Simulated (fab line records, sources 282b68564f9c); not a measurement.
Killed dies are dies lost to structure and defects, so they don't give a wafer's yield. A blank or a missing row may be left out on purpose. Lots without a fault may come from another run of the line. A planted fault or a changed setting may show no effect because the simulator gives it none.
Which tool did it? | flow rit_cmos | 14 lots, 42 wafers sampled, at 1 step of a route of 202

WHAT THE GAUGES READ, wafer by wafer
The record holds no reading of a measuring or inspecting step that can be judged against a usual standard deviation.

WHICH TOOL RAN EACH LOT (tool, then ch and the chambers of the sampled wafers, then the start)
lot  | RIT_GATE_OXIDATION_05
L751 | furnace-01 ch 0, day 2 12:25
L754 | furnace-04 ch 0, day 3 00:04
L757 | furnace-01 ch 0, day 3 15:04
L758 | furnace-01 ch 0, day 3 20:40
L759 | furnace-03 ch 0, day 4 01:33
L761 | furnace-03 ch 0, day 4 10:03
L762 | furnace-01 ch 0, day 4 17:38
L763 | furnace-04 ch 0, day 4 21:33
L765 | furnace-01 ch 0, day 5 06:55
L767 | furnace-04, day 5 15:58
L768 | furnace-03, day 5 20:30
L769 | furnace-03 ch 0, day 6 07:00
L773 | furnace-03 ch 0, day 6 21:59
L774 | furnace-01 ch 0, day 7 03:03
- RIT_GATE_OXIDATION_05: target thk 3 nm, ox time 270 s.

WHAT THE TOOLS THEMSELVES READ (means of the sampled wafers that have a number; where no wafer has one, the mark that the record gives instead)
RIT_GATE_OXIDATION_05. Usual: ox_temp_c 900.1 C, standard deviation 0.41; ox_temp_c_max 904.6, standard deviation 1.9; tube_center_temp_C_max 902.3, standard deviation 0.4.
lot  | tool       | ox_temp_c (C) | ox_temp_c_max | tube_center_temp_C_max | flag
L751 | furnace-01 | 900.6         | 903.3         | 902.1                  |
L754 | furnace-04 | 900.1         | 907.1         | 902.3                  |
L757 | furnace-01 | 900.4         | 903.1         | 902.7                  |
L758 | furnace-01 | 899.9         | 902.8         | 902.0                  |
L759 | furnace-03 | 899.9         | 905.7         | 902.3                  |
L761 | furnace-03 | 899.7         | 905.3         | 902.0                  |
L762 | furnace-01 | 899.9         | 902.9         | 902.2                  |
L763 | furnace-04 | 900.0         | 907.7         | 902.5                  |
L765 | furnace-01 | 900.1         | 903.0         | 902.1                  |
L767 | furnace-04 | -             | -             | -                      | OFF
L768 | furnace-03 | -             | -             | -                      | OFF
L769 | furnace-03 | 900.7         | 905.7         | 902.4                  |
L773 | furnace-03 | 900.0         | 905.1         | 902.5                  |
L774 | furnace-01 | 900.1         | 902.8         | 902.4                  |

THE ANSWER, worked out from the rows above alone
Rule: a lot is off if the mean of its wafers that have a number lies more than 3 standard deviations from the usual mean. A lot without any number at a reading at which 4 lots or more have one is off too. The other lots that the step has rows for count as sound. The gauges are gone through in route order, then the tools' own readings, and for those a lot's mean is taken as printed above. The first step at which some lot is off is used, and at that step the reading that is off furthest; a lot without a number counts as furthest.
Off: L767, L768, at RIT_GATE_OXIDATION_05 (ox_temp_c). Without a number there: L767, L768.
A tool fits if, at that step or a process step before it, it ran every lot that is off, and no sound lot after the first of them. None of those tried fits.

WHAT THE SIMULATOR HAD PUT IN
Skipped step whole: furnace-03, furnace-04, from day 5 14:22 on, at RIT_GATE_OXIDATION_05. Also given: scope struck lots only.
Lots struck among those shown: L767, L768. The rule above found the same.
